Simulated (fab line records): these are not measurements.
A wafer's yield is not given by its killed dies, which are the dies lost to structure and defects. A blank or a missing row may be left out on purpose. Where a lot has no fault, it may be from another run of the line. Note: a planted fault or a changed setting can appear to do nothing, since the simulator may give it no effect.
A sampling plan put to the test :: flow berkeley-cmos170 :: one line in one fab, 8 faults in these records, each fault weighed on the records of the lots it struck
The plan consists of the line's own looks: route steps at which the wafer is read by a gauge or an inspection but not changed. A look can be judged if struck wafers have a number there and the file gives its usual mean and standard deviation on fault-free wafers. Caught: a look later than the fault's first step finds the struck wafers' mean 4 or more of those standard deviations (sigma) from the usual mean. On the tool: the identical test, applied to the tool's own readings at the steps of the fault. It also counts as caught if the struck wafers ran another recipe or if their record alone is blank.

== THE FAULTS, as the simulator had put them in ==
1. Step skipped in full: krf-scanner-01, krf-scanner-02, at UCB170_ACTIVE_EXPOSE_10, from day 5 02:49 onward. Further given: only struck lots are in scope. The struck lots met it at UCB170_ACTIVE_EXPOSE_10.
2. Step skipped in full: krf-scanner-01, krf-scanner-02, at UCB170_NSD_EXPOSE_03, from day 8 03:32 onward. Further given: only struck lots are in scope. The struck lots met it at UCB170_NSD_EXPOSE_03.
3. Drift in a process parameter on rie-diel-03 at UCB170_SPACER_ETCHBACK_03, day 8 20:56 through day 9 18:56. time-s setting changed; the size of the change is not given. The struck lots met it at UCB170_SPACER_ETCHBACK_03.
4. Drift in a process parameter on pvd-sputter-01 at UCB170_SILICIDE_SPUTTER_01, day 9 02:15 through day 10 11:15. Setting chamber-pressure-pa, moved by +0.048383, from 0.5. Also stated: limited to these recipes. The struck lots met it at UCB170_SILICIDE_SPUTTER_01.
5. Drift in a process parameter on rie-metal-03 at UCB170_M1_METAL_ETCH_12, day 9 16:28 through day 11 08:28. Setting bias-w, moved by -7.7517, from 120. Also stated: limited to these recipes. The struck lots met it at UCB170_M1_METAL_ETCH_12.
6. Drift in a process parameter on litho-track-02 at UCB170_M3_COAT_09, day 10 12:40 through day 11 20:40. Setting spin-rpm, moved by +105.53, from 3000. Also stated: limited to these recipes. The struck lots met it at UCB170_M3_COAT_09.
7. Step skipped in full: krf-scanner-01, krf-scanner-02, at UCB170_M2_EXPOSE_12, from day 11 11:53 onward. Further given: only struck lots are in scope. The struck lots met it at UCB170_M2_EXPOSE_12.
8. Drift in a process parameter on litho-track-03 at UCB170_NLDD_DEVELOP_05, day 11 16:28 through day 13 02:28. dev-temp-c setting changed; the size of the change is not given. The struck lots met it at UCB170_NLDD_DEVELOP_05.

== WHAT THE PLAN SAW ==
fault: 1
on the tool itself: no reading that can be judged
first look that catches it: no look after it can be judged
reading, sigma: -
median hours from its first step to that look: -
hours from the fault's start to the first struck lot there: -
judged looks passed uncaught: 0

fault: 2
on the tool itself: no reading that can be judged
first look that catches it: no look after it can be judged
reading, sigma: -
median hours from its first step to that look: -
hours from the fault's start to the first struck lot there: -
judged looks passed uncaught: 0

fault: 3
on the tool itself: run-length-s +35 sigma
first look that catches it: no look after it can be judged
reading, sigma: -
median hours from its first step to that look: -
hours from the fault's start to the first struck lot there: -
judged looks passed uncaught: 0

fault: 4
on the tool itself: chamber-pressure-pa +53 sigma
first look that catches it: no look after it can be judged
reading, sigma: -
median hours from its first step to that look: -
hours from the fault's start to the first struck lot there: -
judged looks passed uncaught: 0

fault: 5
on the tool itself: bias-w -21 sigma
first look that catches it: no look after it can be judged
reading, sigma: -
median hours from its first step to that look: -
hours from the fault's start to the first struck lot there: -
judged looks passed uncaught: 0

fault: 6
on the tool itself: spin-speed-rpm +52 sigma
first look that catches it: no look after it can be judged
reading, sigma: -
median hours from its first step to that look: -
hours from the fault's start to the first struck lot there: -
judged looks passed uncaught: 0

fault: 7
on the tool itself: no reading that can be judged
first look that catches it: no look after it can be judged
reading, sigma: -
median hours from its first step to that look: -
hours from the fault's start to the first struck lot there: -
judged looks passed uncaught: 0

fault: 8
on the tool itself: developer-temp-C +21 sigma
first look that catches it: no look after it can be judged
reading, sigma: -
median hours from its first step to that look: -
hours from the fault's start to the first struck lot there: -
judged looks passed uncaught: 0
Dash: fault not caught, or number not given in these records.

Caught at a look: 0 of 8. Caught on the tool: 5 of 8. By one or the other: 5 of 8.
Faults 3, 4, 5, 6, 8 were caught on the tool alone.
Caught by neither: faults 1, 2, 7.
